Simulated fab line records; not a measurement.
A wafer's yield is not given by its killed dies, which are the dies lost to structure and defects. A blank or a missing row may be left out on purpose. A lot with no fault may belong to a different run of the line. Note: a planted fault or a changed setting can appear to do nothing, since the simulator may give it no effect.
Code-filled problem report in 8D (eight disciplines) form + flow rit cmos + the parts of the form that need people (team, actions taken, sign-off) are left out

1. PROBLEM STATEMENT
RIT_M1_SPUTTER_00, cathode dc power W: mean 1950.8 W on 3 wafers (1 lot); fault-free wafers 2000.0 W, standard deviation 0.34. That is -99 or more standard deviations from the usual mean.
The step: material Al, target thk 400 nm, time 500 s.
Earliest sighting: wafer L558.2 on pvd sputter-04 at day 6 15:17. Wafers with a number at this step in the record: 39, from 13 lots. The rule behind "out" and "out of limits": a value lying over 4 standard deviations away from the usual mean. The other wafers with a number count as sound.

2. WHAT IT IS, WHAT IT ISN'T
| question                    | is                     | is not                                                                                 |
|-----------------------------|------------------------|----------------------------------------------------------------------------------------|
| which readings at this step | cathode dc power W     | chamber pressure pa, throttle valve pct                                                |
| which lots                  | L558                   | L543, L546, L548, L549, L550, L551, L552, L553, L559, L561, L563, L564                 |
| which wafers of those lots  | all that have a number | -                                                                                      |
| read on which tools         | pvd sputter-04         | pvd sputter-02, pvd sputter-03                                                         |
| when                        | from day 6 15:17       | up to then (24 sound wafers); but 12 sound wafers of L559, L561, L563, L564 came after |

3. SUSPECTS, AND WHAT RULES EACH OUT
Counting: any tool at a process step up to the reading is kept as a suspect provided that every lot that is out went through it and no sound lot did after the first of them.
- plasma asher-04 at RIT_PSD_STRIP_09 (strips in O2, time 180 s): ruled out as a lasting fault. Following L558 (day 6 11:09), the first lot on it that is out, the sound lots L559 were run on it.
- pvd sputter-04 at RIT_M1_SPUTTER_00 (material Al, target thk 400 nm, time 500 s): kept. It ran the lot that is out, L558 (day 6 15:17), and no sound lot after that; its last sound lot up to then is L552 (day 5 07:56). On those wafers its own readings are out: cathode dc power W.
Left after counting: pvd sputter-04 at RIT_M1_SPUTTER_00.

4. THE CAUSE (what the simulator had put in)
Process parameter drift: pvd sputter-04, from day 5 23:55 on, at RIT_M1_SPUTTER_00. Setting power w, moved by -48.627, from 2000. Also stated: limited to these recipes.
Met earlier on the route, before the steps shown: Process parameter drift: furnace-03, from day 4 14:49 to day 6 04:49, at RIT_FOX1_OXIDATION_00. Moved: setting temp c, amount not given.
Counting left only this tool.

5. SEQUENCE OF EFFECTS, ordered by route
Each row: a reading whose mean over the struck wafers that have a number lies more than 3 standard deviations from the usual. Only readings whose record carries a usual standard deviation are examined. hours: median over the lots of the time between each lot's start at the first step of this table that gives one and its start at this step. sigmas: the change, counted in usual standard deviations.
| hours | step              | reading            | usual    | on struck wafers | change | sigmas      |
|-------|-------------------|--------------------|----------|------------------|--------|-------------|
| 0     | RIT_M1_SPUTTER_00 | cathode dc power W | 2000.0 W | 1950.8           | -49.2  | -99 or more |
It contains these process steps:
- RIT_M1_SPUTTER_00: material Al, target thk 400 nm, time 500 s.

6. HOW IT WOULD HAVE BEEN CAUGHT EARLIER
In this record no reading fell out of limits until day 6 15:17, 15 hours after the fault had begun at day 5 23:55.
